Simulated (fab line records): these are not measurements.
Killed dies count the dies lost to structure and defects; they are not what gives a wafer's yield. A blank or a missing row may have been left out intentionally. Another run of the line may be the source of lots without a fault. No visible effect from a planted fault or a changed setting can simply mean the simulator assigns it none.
Which tool did it? :: flow berkeley-cmos170 :: 14 lots, 42 wafers sampled, at 5 steps of a route of 331

== WHAT THE GAUGES READ, wafer by wafer ==
UCB170_SILICIDE_THK_MEAS_03: measures by xrf. Usual: SILICIDE_TI_THK 29.8 nm, standard deviation 0.39.
lot: L780
measured: day 6 23:31
on: film-metro-04
SILICIDE_TI_THK (nm): 29.9 29.8 29.9
flag: 

lot: L779
measured: day 6 23:53
on: film-metro-03
SILICIDE_TI_THK (nm): 29.7 30.3 30.1
flag: 

lot: L782
measured: day 7 08:29
on: film-metro-04
SILICIDE_TI_THK (nm): 30.1 29.5 29.7
flag: 

lot: L781
measured: day 7 09:13
on: film-metro-01
SILICIDE_TI_THK (nm): 29.9 30.3 29.8
flag: 

lot: L783
measured: day 7 22:54
on: film-metro-04
SILICIDE_TI_THK (nm): 28.9 29.0 29.1
flag: 

lot: L784
measured: day 7 22:54
on: film-metro-03
SILICIDE_TI_THK (nm): 29.5 29.9 29.7
flag: 

lot: L794
measured: day 10 07:26
on: film-metro-01
SILICIDE_TI_THK (nm): 30.6 30.2 30.0
flag: 

lot: L796
measured: day 10 11:19
on: film-metro-03
SILICIDE_TI_THK (nm): 29.9 30.2 30.0
flag: 

lot: L793
measured: day 10 11:40
on: film-metro-01
SILICIDE_TI_THK (nm): 30.1 29.9 30.5
flag: 

lot: L797
measured: day 10 23:36
on: film-metro-03
SILICIDE_TI_THK (nm): 29.9 30.1 29.7
flag: 

lot: L798
measured: day 11 09:14
on: film-metro-04
SILICIDE_TI_THK (nm): 29.8 29.1 29.4
flag: 

lot: L801
measured: day 11 13:51
on: film-metro-01
SILICIDE_TI_THK (nm): 29.5 29.4 29.7
flag: 

lot: L800
measured: day 11 19:17
on: film-metro-03
SILICIDE_TI_THK (nm): 29.9 29.9 29.7
flag: 

lot: L802
measured: day 12 04:24
on: film-metro-04
SILICIDE_TI_THK (nm): 30.0 29.6 29.4
flag: 

UCB170_CONTACT_CD_MEAS_15: target cd 700 nm. Usual: 699.2 nm for cd-nm, sd 1.4.
lot: L780
measured: day 7 03:47
on: cd-sem-02
cd-nm (nm): 697.4 699.6 699.8
flag: 

lot: L779
measured: day 7 04:22
on: cd-sem-02
cd-nm (nm): 696.9 699.0 697.7
flag: 

lot: L782
measured: day 7 13:27
on: cd-sem-02
cd-nm (nm): 699.7 699.3 699.9
flag: 

lot: L781
measured: day 7 13:44
on: cd-sem-02
cd-nm (nm): 702.9 700.1 702.3
flag: 

lot: L783
measured: day 8 07:42
on: cd-sem-02
cd-nm (nm): 714.1 713.2 713.5
flag: OFF

lot: L784
measured: day 8 08:06
on: cd-sem-02
cd-nm (nm): 712.4 712.3 712.6
flag: OFF

lot: L794
measured: day 10 12:31
on: cd-sem-01
cd-nm (nm): 699.6 699.2 699.4
flag: 

lot: L796
measured: day 10 15:50
on: cd-sem-02
cd-nm (nm): 699.3 699.7 697.5
flag: 

lot: L793
measured: day 10 20:32
on: cd-sem-02
cd-nm (nm): 699.8 699.1 700.3
flag: 

lot: L797
measured: day 11 04:16
on: cd-sem-02
cd-nm (nm): 701.9 700.6 701.3
flag: 

lot: L798
measured: day 11 13:10
on: cd-sem-02
cd-nm (nm): 701.4 700.7 699.5
flag: 

lot: L801
measured: day 11 18:07
on: cd-sem-02
cd-nm (nm): 699.6 700.2 700.1
flag: 

lot: L800
measured: day 12 00:05
on: cd-sem-01
cd-nm (nm): 700.2 699.6 701.7
flag: 

lot: L802
measured: day 12 08:50
on: cd-sem-01
cd-nm (nm): 700.1 699.9 699.8
flag: 

UCB170_M1_RS_MEAS_01: a four-point-probe measurement. Usual: M1_AL_RS 0.0486 ohm/sq, standard deviation 0.00048.
lot: L780
measured: day 7 04:38
on: film-metro-02
M1_AL_RS (ohm/sq): 0.0483 0.0482 0.0485
flag: 

lot: L779
measured: day 7 05:08
on: film-metro-03
M1_AL_RS (ohm/sq): 0.0484 0.0487 0.0483
flag: 

lot: L782
measured: day 7 14:24
on: film-metro-03
M1_AL_RS (ohm/sq): 0.0492 0.0489 0.0489
flag: 

lot: L781
measured: day 7 14:41
on: film-metro-01
M1_AL_RS (ohm/sq): 0.0488 0.0487 0.0486
flag: 

lot: L783
measured: day 8 08:35
on: film-metro-02
M1_AL_RS (ohm/sq): 0.0479 0.0483 0.0484
flag: 

lot: L784
measured: day 8 09:04
on: film-metro-01
M1_AL_RS (ohm/sq): 0.0487 0.0487 0.0488
flag: 

lot: L794
measured: day 10 13:18
on: film-metro-03
M1_AL_RS (ohm/sq): 0.0485 0.0488 0.0490
flag: 

lot: L796
measured: day 10 19:32
on: film-metro-02
M1_AL_RS (ohm/sq): 0.0480 0.0489 0.0482
flag: 

lot: L793
measured: day 10 21:19
on: film-metro-03
M1_AL_RS (ohm/sq): 0.0493 0.0499 0.0494
flag: 

lot: L797
measured: day 11 05:02
on: film-metro-01
M1_AL_RS (ohm/sq): 0.0483 0.0489 0.0486
flag: 

lot: L798
measured: day 11 14:08
on: film-metro-03
M1_AL_RS (ohm/sq): 0.0485 0.0481 0.0485
flag: 

lot: L801
measured: day 11 18:53
on: film-metro-01
M1_AL_RS (ohm/sq): 0.0485 0.0487 0.0484
flag: 

lot: L800
measured: day 12 00:52
on: film-metro-01
M1_AL_RS (ohm/sq): 0.0485 0.0484 0.0487
flag: 

lot: L802
measured: day 12 09:38
on: film-metro-01
M1_AL_RS (ohm/sq): 0.0479 0.0480 0.0478
flag: 

== TOOL THAT RAN EACH LOT (tool first, then ch and the chambers of the sampled wafers, then the start) ==
lot: L780
UCB170_CONTACT_RTA_08: rtp-anneal-01 ch 0, day 7 02:47
UCB170_CONTACT_PEB_13: litho-track-02 ch 0, day 7 03:31

lot: L779
UCB170_CONTACT_RTA_08: rtp-anneal-02 ch 0, day 7 03:14
UCB170_CONTACT_PEB_13: litho-track-02 ch 0, day 7 04:06

lot: L782
UCB170_CONTACT_RTA_08: rtp-anneal-01 ch 0, day 7 12:27
UCB170_CONTACT_PEB_13: litho-track-02 ch 0, day 7 13:10

lot: L781
UCB170_CONTACT_RTA_08: rtp-anneal-02 ch 0, day 7 12:28
UCB170_CONTACT_PEB_13: litho-track-01 ch 0, day 7 13:28

lot: L783
UCB170_CONTACT_RTA_08: rtp-anneal-01 ch 0, day 8 06:28
UCB170_CONTACT_PEB_13: litho-track-01 ch 0, day 8 07:26

lot: L784
UCB170_CONTACT_RTA_08: rtp-anneal-02 ch 0, day 8 06:28
UCB170_CONTACT_PEB_13: litho-track-01 ch 0, day 8 07:42

lot: L794
UCB170_CONTACT_RTA_08: rtp-anneal-02 ch 0, day 10 11:15
UCB170_CONTACT_PEB_13: litho-track-04 ch 0, day 10 12:15

lot: L796
UCB170_CONTACT_RTA_08: rtp-anneal-01 ch 0, day 10 14:28
UCB170_CONTACT_PEB_13: litho-track-04 ch 0, day 10 15:34

lot: L793
UCB170_CONTACT_RTA_08: rtp-anneal-02 ch 0, day 10 19:17
UCB170_CONTACT_PEB_13: litho-track-02 ch 0, day 10 20:16

lot: L797
UCB170_CONTACT_RTA_08: rtp-anneal-01 ch 0, day 11 03:17
UCB170_CONTACT_PEB_13: litho-track-04 ch 0, day 11 03:59

lot: L798
UCB170_CONTACT_RTA_08: rtp-anneal-02 ch 0, day 11 12:08
UCB170_CONTACT_PEB_13: litho-track-01 ch 0, day 11 12:53

lot: L801
UCB170_CONTACT_RTA_08: rtp-anneal-02 ch 0, day 11 17:05
UCB170_CONTACT_PEB_13: litho-track-01 ch 0, day 11 17:50

lot: L800
UCB170_CONTACT_RTA_08: rtp-anneal-01 ch 0, day 11 22:47
UCB170_CONTACT_PEB_13: litho-track-01 ch 0, day 11 23:49

lot: L802
UCB170_CONTACT_RTA_08: rtp-anneal-01 ch 0, day 12 07:19
UCB170_CONTACT_PEB_13: litho-track-02 ch 0, day 12 08:34
- UCB170_CONTACT_RTA_08: time 10 s.
- UCB170_CONTACT_PEB_13

== AS READ BY THE TOOLS THEMSELVES (means over the sampled wafers that have a number; for cases with no such wafer, the mark the record gives instead) ==
UCB170_CONTACT_RTA_08. Usual: lamp-power-pct 26.4 %, standard deviation 0.78; wafer_temp_C_max 902.4, standard deviation 0.6.
lot: L780
tool: rtp-anneal-01
lamp-power-pct (%): 25.7
wafer_temp_C_max: 902.6
flag: 

lot: L779
tool: rtp-anneal-02
lamp-power-pct (%): 27.2
wafer_temp_C_max: 902.9
flag: 

lot: L782
tool: rtp-anneal-01
lamp-power-pct (%): 25.7
wafer_temp_C_max: 902.1
flag: 

lot: L781
tool: rtp-anneal-02
lamp-power-pct (%): 27.2
wafer_temp_C_max: 902.6
flag: 

lot: L783
tool: rtp-anneal-01
lamp-power-pct (%): 25.7
wafer_temp_C_max: 901.7
flag: 

lot: L784
tool: rtp-anneal-02
lamp-power-pct (%): 27.2
wafer_temp_C_max: 901.9
flag: 

lot: L794
tool: rtp-anneal-02
lamp-power-pct (%): 27.2
wafer_temp_C_max: 901.7
flag: 

lot: L796
tool: rtp-anneal-01
lamp-power-pct (%): 25.7
wafer_temp_C_max: 902.2
flag: 

lot: L793
tool: rtp-anneal-02
lamp-power-pct (%): 27.2
wafer_temp_C_max: 903.1
flag: 

lot: L797
tool: rtp-anneal-01
lamp-power-pct (%): 25.6
wafer_temp_C_max: 902.5
flag: 

lot: L798
tool: rtp-anneal-02
lamp-power-pct (%): 27.2
wafer_temp_C_max: 903.2
flag: 

lot: L801
tool: rtp-anneal-02
lamp-power-pct (%): 27.2
wafer_temp_C_max: 902.7
flag: 

lot: L800
tool: rtp-anneal-01
lamp-power-pct (%): 25.7
wafer_temp_C_max: 902.0
flag: 

lot: L802
tool: rtp-anneal-01
lamp-power-pct (%): 25.7
wafer_temp_C_max: 902.4
flag: 

UCB170_CONTACT_PEB_13. Usual: heater-power-total-W 56.80 W, standard deviation 0.045; plate-temp-C 129.99 C, standard deviation 0.13.
lot: L780
tool: litho-track-02
heater-power-total-W (W): 56.78
plate-temp-C (C): 130.08
flag: 

lot: L779
tool: litho-track-02
heater-power-total-W (W): 56.80
plate-temp-C (C): 130.02
flag: 

lot: L782
tool: litho-track-02
heater-power-total-W (W): 56.80
plate-temp-C (C): 129.95
flag: 

lot: L781
tool: litho-track-01
heater-power-total-W (W): 56.83
plate-temp-C (C): 130.07
flag: 

lot: L783
tool: litho-track-01
heater-power-total-W (W): 58.07
plate-temp-C (C): 132.14
flag: OFF

lot: L784
tool: litho-track-01
heater-power-total-W (W): 58.03
plate-temp-C (C): 132.23
flag: OFF

lot: L794
tool: litho-track-04
heater-power-total-W (W): 56.77
plate-temp-C (C): 130.08
flag: 

lot: L796
tool: litho-track-04
heater-power-total-W (W): 56.77
plate-temp-C (C): 130.03
flag: 

lot: L793
tool: litho-track-02
heater-power-total-W (W): 56.76
plate-temp-C (C): 130.03
flag: 

lot: L797
tool: litho-track-04
heater-power-total-W (W): 56.78
plate-temp-C (C): 130.07
flag: 

lot: L798
tool: litho-track-01
heater-power-total-W (W): 56.77
plate-temp-C (C): 130.10
flag: 

lot: L801
tool: litho-track-01
heater-power-total-W (W): 56.81
plate-temp-C (C): 129.87
flag: 

lot: L800
tool: litho-track-01
heater-power-total-W (W): 56.81
plate-temp-C (C): 129.97
flag: 

lot: L802
tool: litho-track-02
heater-power-total-W (W): 56.78
plate-temp-C (C): 129.94
flag: 

== THE ANSWER, worked out from the rows above alone ==
Rule: a lot counts as off when the mean over its wafers that have a number is more than 3 standard deviations away from the usual mean. A lot without any number at a reading at which 4 lots or more have one is off too. All remaining lots with rows at the step are treated as sound. The gauges are gone through in route order, then the tools' own readings, and for those a lot's mean is taken as printed above. At the first step where some lot is off, the reading lying furthest off is the one used; lots without a number count as furthest.
Off, at UCB170_CONTACT_CD_MEAS_15 on cd-nm: L783, L784.
A tool fits if, at a process step before that reading, it ran every lot that is off, and no sound lot after the first of them. Not tried: the gauges at UCB170_CONTACT_CD_MEAS_15; whatever is off there is also off at UCB170_CONTACT_PEB_13, on other tools, and gauge error can't account for it. Not one of the candidates tried fits.

== WHAT HAD BEEN PUT IN BY THE SIMULATOR ==
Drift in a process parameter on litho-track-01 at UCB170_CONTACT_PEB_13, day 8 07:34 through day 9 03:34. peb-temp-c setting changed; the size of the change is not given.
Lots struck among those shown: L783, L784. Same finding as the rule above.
